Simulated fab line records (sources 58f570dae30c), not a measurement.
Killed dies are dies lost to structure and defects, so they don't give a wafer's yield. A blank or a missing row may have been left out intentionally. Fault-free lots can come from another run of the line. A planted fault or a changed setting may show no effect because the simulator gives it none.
Which tool is to blame? / flow berkeley-cmos170 / Sampling: 7 lots, 21 wafers, 2 of 331 route steps

WHAT THE GAUGES SHOWED, per wafer
UCB170_PVT_OVL_MEAS_06.
lot=L664; measured=day 7 16:06; on=overlay-02; PVT_OVL (nm)=-1 1 -5
lot=L667; measured=day 8 08:32; on=overlay-02; PVT_OVL (nm)=9 -1 2
lot=L669; measured=day 8 08:16; on=overlay-01; PVT_OVL (nm)=-7 -2 -7
lot=L672; measured=day 9 02:25; on=overlay-02; PVT_OVL (nm)=0 -6 0
lot=L679; measured=day 10 12:46; on=overlay-01; PVT_OVL (nm)=3 0 3

EACH LOT AND THE TOOL THAT RAN IT (in order: tool; ch and the chambers of the sampled wafers; start)
lot=L664; UCB170_WELLDRIVE_OXIDATION_01=furnace-03 ch 0, day 5 06:01
lot=L667; UCB170_WELLDRIVE_OXIDATION_01=furnace-01 ch 0, day 5 19:58
lot=L669; UCB170_WELLDRIVE_OXIDATION_01=furnace-01 ch 0, day 5 19:58
lot=L672; UCB170_WELLDRIVE_OXIDATION_01=furnace-04 ch 0, day 6 13:52
lot=L671; UCB170_WELLDRIVE_OXIDATION_01=furnace-01, day 6 19:07
lot=L675; UCB170_WELLDRIVE_OXIDATION_01=furnace-04, day 7 01:09
lot=L679; UCB170_WELLDRIVE_OXIDATION_01=furnace-01 ch 0, day 8 02:47
- UCB170_WELLDRIVE_OXIDATION_01: target thk 199 nm, ox time 9000 s.

THE ANSWER, worked out from the rows above alone
Rule: usual is defined by the lots themselves. The widest of any qualifying gaps counts: lots, ordered by their means at a reading, are off when they make up no more than a third of the lots, leave a main group of 4 or more, and stand apart from it by 3 or more times the standard deviation of that group's means. If all means in a main group match to the digits the tables above print for the reading, that group is not used. Also off: a lot with no number at a reading for which 4 or more lots have one. The other lots that the step has rows for count as sound.
No lot is off at any reading shown: from this, nothing can be told.

WHAT HAD BEEN PUT IN BY THE SIMULATOR
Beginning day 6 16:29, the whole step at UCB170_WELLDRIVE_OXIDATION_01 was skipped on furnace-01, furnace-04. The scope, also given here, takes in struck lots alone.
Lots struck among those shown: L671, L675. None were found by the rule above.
